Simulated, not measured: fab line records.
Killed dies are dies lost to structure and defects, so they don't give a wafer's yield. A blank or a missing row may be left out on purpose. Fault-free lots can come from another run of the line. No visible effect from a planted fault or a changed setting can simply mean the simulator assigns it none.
Commonality check across tools | flow berkeley_cmos170 | Sample size 15 lots and 45 wafers

== WHAT PROMPTED THE OPENING ==
Flagged at UCB170_CONTACT_CD_MEAS_15: reading cd_nm, on 3 of 15 lots. Fault-free wafers read 700.2 nm, with a standard deviation of 1.4.
Rule: a lot is flagged in two cases, either no wafer of it has a number, or all its wafers with numbers fall more than 4 standard deviations from that mean. The other lots count as sound.

lot  | measured     | on        | cd_nm (nm), wafer by wafer | flag
L321 | day 7 18:53  | cd_sem-02 | 699.6 701.2 699.5          |
L322 | day 8 17:10  | cd_sem-02 | 702.9 701.5 701.9          |
L325 | day 8 17:44  | cd_sem-02 | 697.4 698.9 697.6          |
L324 | day 8 19:18  | cd_sem-02 | 702.2 700.3 701.6          |
L326 | day 8 22:11  | cd_sem-02 | 700.4 700.2 700.2          |
L330 | day 9 21:12  | cd_sem-01 | 700.1 700.4 701.5          |
L329 | day 9 23:05  | cd_sem-02 | 699.4 700.2 699.9          |
L332 | day 10 11:59 | cd_sem-02 | 713.2 713.1 712.6          | FLAGGED
L334 | day 10 12:14 | cd_sem-02 | 699.7 701.1 699.7          |
L335 | day 10 20:11 | cd_sem-02 | 713.4 713.0 712.9          | FLAGGED
L336 | day 10 20:29 | cd_sem-01 | 713.2 713.1 714.0          | FLAGGED
L340 | day 11 12:59 | cd_sem-01 | 699.2 698.2 698.5          |
L339 | day 11 13:13 | cd_sem-01 | 700.3 699.9 699.7          |
L341 | day 12 00:28 | cd_sem-01 | 701.8 700.3 703.4          |
L344 | day 12 13:56 | cd_sem-01 | 702.1 702.3 700.9          |
Average over the flagged lots: 713.2 nm; offset from the usual +13.0 nm, equal to +9 standard deviations.

== WHICH TOOL EACH LOT WENT THROUGH ==
The record holds 1 process step before the reading, out of a route of 331 steps. In each cell: the tool, then ch and the chambers that the sampled wafers went through, then the start.
lot  | flag    | UCB170_CONTACT_PEB_13
L321 |         | litho_track-01 ch 0, day 7 18:33
L322 |         | litho_track-03 ch 0, day 8 16:53
L325 |         | litho_track-01 ch 0, day 8 17:28
L324 |         | litho_track-01 ch 0, day 8 19:02
L326 |         | litho_track-04 ch 0, day 8 21:55
L330 |         | litho_track-03 ch 0, day 9 20:56
L329 |         | litho_track-03 ch 0, day 9 22:48
L332 | FLAGGED | litho_track-04 ch 0, day 10 11:00
L334 |         | litho_track-01 ch 0, day 10 11:00
L335 | FLAGGED | litho_track-04 ch 0, day 10 19:55
L336 | FLAGGED | litho_track-04 ch 0, day 10 20:13
L340 |         | litho_track-03 ch 0, day 11 12:43
L339 |         | litho_track-01 ch 0, day 11 12:58
L341 |         | litho_track-01 ch 0, day 12 00:12
L344 |         | litho_track-03 ch 0, day 12 13:40
These steps, and what they do:
- UCB170_CONTACT_PEB_13
- UCB170_CONTACT_CD_MEAS_15: target cd 700 nm.

== FLAGGED OVER TOTAL, TOOL BY TOOL (the gauges that took the reading come last) ==
step                      | tool           | lots run | flagged | share of the flagged lots | sound lots run after its first flagged lot
UCB170_CONTACT_PEB_13     | litho_track-01 | 6        | 0       | none                      | -
UCB170_CONTACT_PEB_13     | litho_track-03 | 5        | 0       | none                      | -
UCB170_CONTACT_PEB_13     | litho_track-04 | 4        | 3       | all                       | 0
UCB170_CONTACT_CD_MEAS_15 | cd_sem-01      | 6        | 1       | some                      | 4 (L340,L339,L341,L344)
UCB170_CONTACT_CD_MEAS_15 | cd_sem-02      | 9        | 2       | some                      | 1 (L334)

== WHAT THE TABLE ALLOWS ==
1 row of the table ran every flagged lot: litho_track-04 at UCB170_CONTACT_PEB_13.
- litho_track-04 at UCB170_CONTACT_PEB_13: 3 of its 4 lots flagged. It ran its last sound lot, L326, at day 8 21:55 and its first flagged lot, L332, at day 10 11:00: a fault with its onset between the two fits.
Left over: one tool, litho_track-04 at UCB170_CONTACT_PEB_13.

== WHAT THE SIMULATOR PUT IN ==
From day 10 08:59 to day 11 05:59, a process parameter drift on litho_track-04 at UCB170_CONTACT_PEB_13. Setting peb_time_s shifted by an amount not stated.
Shown lots that were struck: L332, L335, L336. Same finding as the rule above.
